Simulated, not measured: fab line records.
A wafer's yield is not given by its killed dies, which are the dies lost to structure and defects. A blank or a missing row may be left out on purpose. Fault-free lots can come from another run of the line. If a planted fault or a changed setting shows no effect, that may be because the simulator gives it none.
Struck lot and sound lot, side by side ; flow berkeley-cmos170 ; 44 out of 331 route steps
Sound: these wafers, L193.1, L193.3, L193.4. Wafers L203.1, L203.5, L203.6 were the ones struck. Last of all comes the cause.
Per side, at each step with rows, come the tool, then ch with its chambers, and then its first start. Under that, the readings that differ: sound wafers ; struck wafers ; difference of the means ; sigmas: that difference in standard deviations of wafers without a fault.
alike: same words and numbers on both sides, and readings whose means sit less than 2 such deviations apart. not compared: any withheld reading, any reading some wafer has no value for, any bound like >300 that may hide the same value, and any number with overlapping values for which the record gives no deviation.
A row with sigmas, a row that says differs or no value, or rows on one side alone: a step with any of these is where the two part. Numbers that have no deviation but don't overlap get no sigmas and don't part them. A reading that every wafer of one side lacks parts them only if that side has two wafers or more.

UCB170_GATE_STRIP_16: strips in O2.
  sound on plasma-asher-03 ch 0,1, day 7 12:33; struck on plasma-asher-03 ch 0,1, day 9 12:01
  alike: drypump-motor-current-A, o2-flow-sccm, oes-product-au
  not compared: rf-hours-counter-h
UCB170_GATE_CD_MEAS_90: target cd 350 nm.
  struck on cd-sem-02, day 9 12:07; sound on cd-sem-02, day 7 12:42
  alike: cd-nm
then, 7 steps without rows for these wafers: UCB170_GATE_CLEAN_17 (cleans in SPM, time 600 s); UCB170_PLDD_HMDS_00 (prime time 60 s); UCB170_PLDD_COAT_01 (resist thk 900 nm); UCB170_PLDD_SOFTBAKE_02 (time 60 s); UCB170_PLDD_EXPOSE_03 (exposes mask PSELECT, target cd 1200 nm); UCB170_PLDD_PEB_04; UCB170_PLDD_DEVELOP_05 (develop time 45 s).
UCB170_PLDD_CD_MEAS_06: target cd 1200 nm.
  struck on cd-sem-01, day 9 13:40; sound on cd-sem-01, day 7 14:28
  alike: cd-nm
UCB170_PLDD_OVL_MEAS_07:
  struck on overlay-02, day 9 13:47; sound on overlay-01, day 7 14:35
  alike: PLDD_OVL
after that, 1 step had no rows for these wafers: UCB170_PLDD_IMPLANT_08.
UCB170_PLDD_IMPLANT_09:
  sound on implanter-02 ch 0, day 7 14:46; struck on implanter-04 ch 0, day 9 13:59
reading;sound;struck;difference;sigmas
beam-on-s (s);10.01 10.10 10.32;13.74 14.58 14.04;+3.98;+19
faraday-current-uA;159 157 153;114 109 113;-44;-14
UCB170_PLDD_STRIP_10: strips in O2.
  sound on plasma-asher-04 ch 0,1, day 7 14:55; struck on plasma-asher-03 ch 0,1, day 9 14:08
reading;sound;struck;difference;sigmas
strip-time-to-endpoint-s (s);21.42 21.52 21.50;21.67 21.70 21.76;+0.23;+3
  alike: drypump-motor-current-A, o2-flow-sccm, oes-product-au
  not compared: rf-hours-counter-h
UCB170_PLDD_TW_MEAS_11:
  struck on film-metro-04, day 9 14:14; sound on film-metro-04, day 7 15:01
reading;sound;struck;difference;sigmas
PLDD_TW;1005 1007 1002;1066 1067 1065;+61;+4
then, 7 steps without rows for these wafers: UCB170_PLDD_CLEAN_12 (cleans in SPM, time 600 s); UCB170_NLDD_HMDS_00 (prime time 60 s); UCB170_NLDD_COAT_01 (resist thk 900 nm); UCB170_NLDD_SOFTBAKE_02 (time 60 s); UCB170_NLDD_EXPOSE_03 (exposes mask NSELECT, target cd 1200 nm); UCB170_NLDD_PEB_04; UCB170_NLDD_DEVELOP_05 (develop time 45 s).
UCB170_NLDD_CD_MEAS_06: target cd 1200 nm.
  struck on cd-sem-01, day 9 16:28; sound on cd-sem-01, day 7 16:06
  alike: cd-nm
UCB170_NLDD_OVL_MEAS_07:
  struck on overlay-01, day 9 16:35; sound on overlay-01, day 7 16:13
  alike: NLDD_OVL
then, 2 steps without rows for these wafers: UCB170_NLDD_IMPLANT_08; UCB170_NLDD_IMPLANT_09.
UCB170_NLDD_STRIP_10: strips in O2.
  sound on plasma-asher-03 ch 0,1, day 7 16:34; struck on plasma-asher-03 ch 0,1, day 9 16:55
  alike: drypump-motor-current-A, o2-flow-sccm, oes-product-au, strip-time-to-endpoint-s
  not compared: rf-hours-counter-h
UCB170_NLDD_TW_MEAS_11:
  struck on film-metro-04, day 9 17:01; sound on film-metro-02, day 7 16:40
  alike: NLDD_TW
then, 1 step without rows for these wafers: UCB170_NLDD_CLEAN_12 (cleans in SPM, time 600 s).
UCB170_SPACER_CVD_00: deposits SiO2 from TEOS/O2, target thk 376 nm, time 47 s.
  sound on pecvd-01 ch 0,1,2, day 7 16:54; struck on pecvd-01 ch 0,2, day 9 17:15
  alike: heater-power-w
UCB170_SPACER_THK_MEAS_01:
  struck on film-metro-01, day 9 17:17; sound on film-metro-02, day 7 16:56
  alike: SPACER_TEOS_THK
then, 1 step without rows for these wafers: UCB170_SPACER_ANNEAL_02 (time 1800 s).
UCB170_SPACER_ETCHBACK_03: etches SiO2 in CHF3/CF4/Ar, stops on Si, target depth 376 nm, time 100 s.
  sound on rie-diel-01 ch 1,2,3, day 7 23:27; struck on rie-diel-03 ch 1,3, day 9 22:55
reading;sound;struck;difference;sigmas
drypump-motor-current-A (A);5.0 5.5 5.0;6.1 6.1 5.9;+0.9;+2
  alike: CHF3_flow_sccm, oes-product-au, throttle-valve-pct
  not compared: rf-hours-counter-h
then, 6 steps without rows for these wafers: UCB170_PSD_HMDS_00 (prime time 60 s); UCB170_PSD_COAT_01 (resist thk 900 nm); UCB170_PSD_SOFTBAKE_02 (time 60 s); UCB170_PSD_EXPOSE_03 (exposes mask PSELECT MOD, target cd 1200 nm); UCB170_PSD_PEB_04; UCB170_PSD_DEVELOP_05 (develop time 45 s).
UCB170_PSD_CD_MEAS_06: target cd 1200 nm.
  struck on cd-sem-02, day 9 23:56; sound on cd-sem-01, day 8 00:52
  alike: cd-nm
UCB170_PSD_OVL_MEAS_07:
  struck on overlay-01, day 10 00:04; sound on overlay-01, day 8 00:59
reading;sound;struck;difference;sigmas
PSD_OVL (nm);-4 -2 6;-15 -16 -8;-13;-2
after that, 1 step had no rows for these wafers: UCB170_PSD_IMPLANT_08.
UCB170_SDANNEAL_RS_MEAS_04: the measuring method here is four-point-probe.
  struck on film-metro-04, day 10 05:34; sound on film-metro-04, day 8 06:23
reading;sound;struck;difference;sigmas
PLDD_RS (ohm/sq);1033.3 1030.0 1034.4;884.9 885.4 884.9;-147.5;-61
  not compared: hold
after that, 1 step had no rows for these wafers: UCB170_M3_PROBE_99.

## WHERE THEY PART
Earliest at UCB170_PLDD_IMPLANT_09; latest, in this record, at UCB170_SDANNEAL_RS_MEAS_04.

WHY: whatever the simulator had introduced
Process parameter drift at UCB170_PLDD_IMPLANT_09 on implanter-04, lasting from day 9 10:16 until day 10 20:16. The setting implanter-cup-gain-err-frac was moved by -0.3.
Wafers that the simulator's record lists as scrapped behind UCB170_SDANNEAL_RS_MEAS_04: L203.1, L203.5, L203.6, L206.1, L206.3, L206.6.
